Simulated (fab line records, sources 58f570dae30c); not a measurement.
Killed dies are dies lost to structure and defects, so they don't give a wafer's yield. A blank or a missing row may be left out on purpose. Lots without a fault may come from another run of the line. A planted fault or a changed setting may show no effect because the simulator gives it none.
One fault seen from 2 desks | flow berkeley_cmos170 | each desk has only its own numbers; what lay behind them comes last

THE METROLOGY DESK
What the gauges read, lot by lot, whatever tool the lot ran on: means of the sampled wafers that have a number. A lot is out of limits, marked OUT, if its mean lies more than 4 standard deviations from the usual mean; the brackets give that distance.
Columns: A = NLDD_RS at UCB170_SDANNEAL_RS_MEAS_05, usual 616.9 ohm/sq; B = M1_OVL at UCB170_M1_OVL_MEAS_10, usual 0 nm
lot  | first seen here | A                | B
L391 | day 7 21:18     | 615.9            | 2
L392 | day 7 21:38     | 616.9            | -1
L393 | day 8 20:18     | 617.9            | 2
L395 | day 9 00:26     | 615.9            | -1
L398 | day 9 07:35     | 616.2            | -2
L396 | day 9 08:05     | 617.1            | -7
L400 | day 10 17:27    | 616.2            | 1
L399 | day 10 17:42    | 615.8            | -5
L402 | day 10 18:24    | 616.6            | 5
L404 | day 11 05:59    | 616.7            | 3
L413 | day 13 08:36    | 618.9            | -3
L412 | day 13 11:36    | 605.9 (-8.5) OUT | -8
L410 | day 13 17:43    | 617.1            | -4
L414 | day 13 18:07    | 603.6 (-10) OUT  | 1
This desk's finding: out of limits on L412, L414; first on L412, day 13 11:36 (NLDD_RS at UCB170_SDANNEAL_RS_MEAS_05). In limits: L391, L392, L393, L395, L398, L396, L400, L399, L402, L404, L413, L410.

THE TOOL OWNER'S DESK: implanter-01
The tool's own readings at UCB170_NLDD_IMPLANT_09: means of the sampled wafers that have a number, for each lot that ran on this tool. A lot is out of limits, marked OUT, if its mean lies more than 4 standard deviations from the usual mean; the brackets give that distance.
Columns: A = faraday_current_uA at UCB170_NLDD_IMPLANT_09, usual 158; B = tilt_deg at UCB170_NLDD_IMPLANT_09, usual 6.996 degrees
lot  | first seen here | A   | B
L391 | day 7 06:34     | 157 | 6.997
L395 | day 8 07:41     | 161 | 6.983
L398 | day 8 17:50     | 157 | 6.999
L404 | day 10 15:59    | 157 | 7.015
L412 | day 12 19:16    | 159 | 9.885 (+99 or more) OUT
L414 | day 13 06:22    | 157 | 9.892 (+99 or more) OUT
This desk's finding: out of limits on L412, L414; first on L412, day 12 19:16 (tilt_deg at UCB170_NLDD_IMPLANT_09). In limits: L391, L395, L398, L404.

PUT TOGETHER
The tool owner's desk could have raised an alarm at day 12 19:16, on L412, L414.
The metrology desk could have raised an alarm at day 13 11:36, on L412, L414.
Of the lots named, all ran UCB170_NLDD_IMPLANT_09 on implanter-01.

WHAT THE SIMULATOR HAD PUT IN
Process parameter drift: implanter-01, from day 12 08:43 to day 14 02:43, at UCB170_NLDD_IMPLANT_09. Setting tilt_deg, moved by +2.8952, from 7. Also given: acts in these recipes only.
Lots struck among those shown: L412, L414.
Hours from the fault's start to each desk's first reading out of limits: the tool owner's desk, 11; the metrology desk, 27.
